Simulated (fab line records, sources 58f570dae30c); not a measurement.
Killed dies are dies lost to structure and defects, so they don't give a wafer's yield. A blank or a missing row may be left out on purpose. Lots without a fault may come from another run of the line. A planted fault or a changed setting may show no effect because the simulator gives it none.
A struck lot beside a sound one | flow berkeley_cmos170 | 14 steps out of a route of 331
Sound: wafers L890.1, L890.3, L890.6. Struck: wafers L878.2, L878.3, L878.6. The cause comes at the end.
At each step with rows: each side's tool, then ch and its chambers, then its first start. Under that, the readings that differ: sound wafers | struck wafers | difference of the means | sigmas: that difference in standard deviations of wafers without a fault.
alike: readings whose means differ by less than 2 such deviations, and words and numbers that are the same on both sides. not compared: withheld readings, readings that some wafer has no value for, bounds like >300 that may hide the same value, and numbers for which the record gives no deviation and whose values overlap.
The two part at a step that has a row with sigmas, a row that says differs or no value, or rows on one side only. Numbers that don't overlap but have no deviation are shown without sigmas and don't part them. A reading that every wafer of one side lacks parts them only if that side has two wafers or more.

first, 6 steps without rows for these wafers: UCB170_M2_COAT_09; UCB170_M2_COAT_10 (resist thk 900 nm); UCB170_M2_SOFTBAKE_11 (time 57.13 s); UCB170_M2_EXPOSE_12 (exposes mask METAL2, target cd 700 nm); UCB170_M2_PEB_13; UCB170_M2_DEVELOP_14 (develop time 45 s).
UCB170_M2_CD_MEAS_15: target cd 700 nm.
  sound on cd_sem-02, day 12 04:14; struck on cd_sem-02, day 10 00:56
  alike: cd_nm
UCB170_M2_OVL_MEAS_16:
  sound on overlay-01, day 12 04:22; struck on overlay-01, day 10 01:02
  alike: M2_OVL
UCB170_M2_ETCH_17: etches BARC in N2/H2.
  sound on rie_diel-01 ch 0,2, day 12 04:23; struck on rie_diel-01 ch 0,3, day 10 01:04
  alike: bias_w, drypump_motor_current_A, n2_flow_sccm, oes_product_au, throttle_valve_pct
UCB170_M2_METAL_ETCH_18: etches Al in Cl2/BCl3, stops on SiO2, target depth 1170 nm, time 195 s.
  sound on rie_metal-01 ch 0,1, day 12 04:26; struck on rie_metal-04 ch 1, day 10 01:07
  reading                     | sound       | struck      | difference | sigmas
  drypump_motor_current_A (A) | 5.6 5.6 5.2 | 6.7 6.7 6.7 | +1.2       | +2
  alike: bias_w, oes_product_au, throttle_valve_pct
  not compared: rf_hours_counter_h
UCB170_M2_STRIP_19: strips in O2.
  sound on plasma_asher-01 ch 0,1, day 12 04:37; struck on plasma_asher-02 ch 1, day 10 01:18
  alike: drypump_motor_current_A, oes_product_au
  not compared: rf_hours_counter_h
UCB170_M2_CD_MEAS_90: target cd 700 nm.
  sound on cd_sem-02, day 12 04:55; struck on cd_sem-01, day 10 01:25
  alike: cd_nm
UCB170_V2_CVD_00: deposits SiO2 from TEOS/O2, target thk 2000 nm, time 250 s.
  sound on pecvd-04 ch 0,1,2, day 12 05:02; struck on pecvd-01 ch 1,2, day 10 01:31
  no value came back on the struck wafers for heater_power_w (W), pressure_mtorr (mTorr); on the sound wafers heater_power_w (W) reads 256 302 226
UCB170_M3_PROBE_99:
  the record has rows for the sound wafers here (prober-01, day 12 12:52) and none for the struck ones

WHERE THEY PART
First at UCB170_M2_METAL_ETCH_18; last, within this record, at UCB170_M3_PROBE_99.

WHY: what the simulator had put in
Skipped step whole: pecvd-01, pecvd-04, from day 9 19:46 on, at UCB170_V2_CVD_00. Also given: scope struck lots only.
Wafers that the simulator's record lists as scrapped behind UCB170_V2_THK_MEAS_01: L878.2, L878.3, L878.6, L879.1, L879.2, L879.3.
